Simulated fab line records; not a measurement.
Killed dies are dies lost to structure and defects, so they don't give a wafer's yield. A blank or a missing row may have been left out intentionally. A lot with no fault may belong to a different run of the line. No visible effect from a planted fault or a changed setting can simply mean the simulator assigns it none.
Which tool is to blame? | flow berkeley_cmos170 | 12 lots with 36 wafers sampled at 5 steps, on a route of 331 steps

== WHAT THE GAUGES SHOWED, per wafer ==
UCB170_PSD_OVL_MEAS_07. Usual: PSD_OVL typically reads 5 nm, with standard deviation 5.1.
lot  | measured     | on         | PSD_OVL (nm) | flag
L104 | day 7 16:49  | overlay-02 | 6 13 8       |
L105 | day 7 16:56  | overlay-01 | 2 2 3        |
L109 | day 8 21:47  | overlay-02 | 5 7 3        |
L106 | day 8 21:55  | overlay-01 | 2 9 5        |
L114 | day 10 00:40 | overlay-01 | 2 2 -2       |
L113 | day 10 06:43 | overlay-01 | 2 -5 -1      |
L117 | day 10 06:59 | overlay-02 | 0 -3 2       |
L120 | day 10 23:25 | overlay-02 | 14 4 8       |
L121 | day 11 16:01 | overlay-02 | 5 14 13      |
L122 | day 11 16:23 | overlay-02 | 2 -1 2       |
L124 | day 11 16:39 | overlay-02 | 6 7 10       |
L123 | day 12 13:55 | overlay-01 | 8 6 9        |

UCB170_M1_CD_MEAS_09: target cd 700 nm. Usual: 699.7 nm for cd_nm, sd 1.3.
lot  | measured     | on        | cd_nm (nm)                          | flag
L104 | day 8 04:13  | cd_sem-01 | 699.9 699.5 697.6                   |
L105 | day 8 04:35  | cd_sem-01 | 700.6 699.9 699.8                   |
L109 | day 9 10:40  | cd_sem-01 | 700.6 699.5 700.1                   |
L106 | day 9 11:28  | cd_sem-01 | 699.2 698.2 698.7                   |
L114 | day 10 13:27 | cd_sem-01 | 711.6 712.6 712.1 711.2 712.4 712.2 | OFF
L113 | day 10 17:16 | cd_sem-02 | 708.4 707.4 707.6 708.1 707.7 707.9 | OFF
L117 | day 10 19:25 | cd_sem-02 | 701.9 700.7 701.1                   |
L120 | day 11 12:59 | cd_sem-02 | 699.9 700.3 699.9                   |
L121 | day 12 04:19 | cd_sem-02 | 698.2 699.1 699.7                   |
L122 | day 12 04:32 | cd_sem-02 | 700.7 698.3 699.9                   |
L124 | day 12 04:34 | cd_sem-01 | 697.3 697.3 696.9                   |
L123 | day 13 00:05 | cd_sem-01 | 700.1 700.2 701.2                   |

UCB170_V1_CD_MEAS_12: target cd 700 nm. Usual: 700.3 nm for cd_nm, sd 1.4.
lot  | measured     | on        | cd_nm (nm)        | flag
L104 | day 8 11:05  | cd_sem-01 | 701.8 702.5 701.5 |
L105 | day 8 11:28  | cd_sem-01 | 698.6 699.6 699.7 |
L109 | day 9 15:23  | cd_sem-02 | 700.5 701.3 700.5 |
L106 | day 9 16:33  | cd_sem-02 | 702.6 701.1 702.1 |
L114 | day 11 03:48 | cd_sem-01 | 698.6 698.9 698.3 |
L113 | day 11 01:35 | cd_sem-01 | 701.5 701.9 702.2 |
L117 | day 11 04:32 | cd_sem-01 | 698.4 697.2 696.7 |
L120 | day 11 16:47 | cd_sem-02 | 699.4 700.3 699.6 |
L121 | day 12 08:55 | cd_sem-02 | 698.6 699.5 700.4 |
L122 | day 12 11:19 | cd_sem-02 | 702.1 702.3 702.8 |
L124 | day 12 11:34 | cd_sem-01 | 701.8 702.1 701.7 |
L123 | day 13 07:37 | cd_sem-01 | 697.4 697.6 697.5 |

== WHICH TOOL RAN EACH LOT (tool, then ch and the chambers of the sampled wafers, then the start) ==
lot  | UCB170_SILICIDE_RTA_04           | UCB170_M1_PEB_07
L104 | rtp_anneal-02 ch 0, day 7 21:03  | litho_track-03 ch 0, day 8 03:56
L105 | rtp_anneal-01 ch 0, day 7 21:17  | litho_track-02 ch 0, day 8 04:19
L109 | rtp_anneal-01 ch 0, day 9 01:49  | litho_track-01 ch 0, day 9 10:24
L106 | rtp_anneal-02 ch 0, day 9 01:56  | litho_track-03 ch 0, day 9 11:07
L114 | rtp_anneal-02 ch 0, day 10 06:35 | litho_track-02 ch 0, day 10 13:11
L113 | rtp_anneal-01 ch 0, day 10 11:28 | litho_track-02 ch 0, day 10 16:59
L117 | rtp_anneal-02 ch 0, day 10 11:58 | litho_track-01 ch 0, day 10 19:09
L120 | rtp_anneal-01 ch 0, day 11 06:27 | litho_track-03 ch 0, day 11 12:43
L121 | rtp_anneal-02 ch 0, day 11 20:21 | litho_track-01 ch 0, day 12 04:03
L122 | rtp_anneal-01 ch 0, day 11 20:40 | litho_track-03 ch 0, day 12 04:16
L124 | rtp_anneal-02 ch 0, day 11 20:48 | litho_track-01 ch 0, day 12 04:18
L123 | rtp_anneal-01 ch 0, day 12 17:50 | litho_track-01 ch 0, day 12 23:49
- UCB170_SILICIDE_RTA_04: time 15 s.
- UCB170_M1_PEB_07

== AS READ BY THE TOOLS THEMSELVES (means over the sampled wafers that have a number; for cases with no such wafer, the mark the record gives instead) ==
UCB170_SILICIDE_RTA_04. Usual: lamp_power_pct 11.6 %, standard deviation 0.46; wafer_temp_C_max 652.8, standard deviation 0.59.
lot  | tool          | lamp_power_pct (%) | wafer_temp_C_max | flag
L104 | rtp_anneal-02 | 11.1               | 653.3            |
L105 | rtp_anneal-01 | 12.1               | 652.5            |
L109 | rtp_anneal-01 | 12.1               | 652.5            |
L106 | rtp_anneal-02 | 11.1               | 653.1            |
L114 | rtp_anneal-02 | 11.1               | 652.8            |
L113 | rtp_anneal-01 | 12.1               | 652.7            |
L117 | rtp_anneal-02 | 11.1               | 652.3            |
L120 | rtp_anneal-01 | 12.1               | 653.4            |
L121 | rtp_anneal-02 | 11.1               | 652.1            |
L122 | rtp_anneal-01 | 12.0               | 653.3            |
L124 | rtp_anneal-02 | 11.1               | 652.7            |
L123 | rtp_anneal-01 | 12.1               | 653.7            |

UCB170_M1_PEB_07. Usual: 56.80 W for heater_power_total_W, sd 0.044.
lot  | tool           | heater_power_total_W (W) | flag
L104 | litho_track-03 | 56.81                    |
L105 | litho_track-02 | 56.85                    |
L109 | litho_track-01 | 56.77                    |
L106 | litho_track-03 | 56.77                    |
L114 | litho_track-02 | 59.70                    | OFF
L113 | litho_track-02 | 59.70                    | OFF
L117 | litho_track-01 | 56.80                    |
L120 | litho_track-03 | 56.84                    |
L121 | litho_track-01 | 56.78                    |
L122 | litho_track-03 | 56.78                    |
L124 | litho_track-01 | 56.80                    |
L123 | litho_track-01 | 56.80                    |

== THE ANSWER, worked out from the rows above alone ==
Rule: a lot counts as off when the mean over its wafers that have a number is more than 3 standard deviations away from the usual mean. Also off: a lot with no number at a reading for which 4 or more lots have one. The other lots that the step has rows for count as sound. First the gauges in route order, then the tools' own readings, where a lot's mean is used as printed above. The first step at which some lot is off is used, and at that step the reading that is off furthest; a lot without a number counts as furthest.
Off at UCB170_M1_CD_MEAS_09 (cd_nm): L114, L113.
A tool fits if, at a process step before that reading, it ran every lot that is off, and no sound lot after the first of them. The gauges at UCB170_M1_CD_MEAS_09 aren't tried: what is off there is off at UCB170_M1_PEB_07 too, on other tools, and a gauge's error can't cause that. One candidate fits, namely litho_track-02 at UCB170_M1_PEB_07. A fault onset in the window from L105 (day 8 04:19, its last sound lot) to L114 (day 10 13:11, its first lot off) fits.
The tool's own readings at UCB170_M1_PEB_07 bear it out: on the lots that are off they differ by more than 5 times the standard deviation of the sound lots' means. heater_power_total_W reads 59.70 W there against 56.80 W on the sound lots.

== WHAT THE SIMULATOR HAD PUT IN ==
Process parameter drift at UCB170_M1_PEB_07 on litho_track-02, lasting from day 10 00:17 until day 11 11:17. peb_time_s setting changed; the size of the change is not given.
Shown lots that were struck: L114, L113. The rule given above showed the same thing.
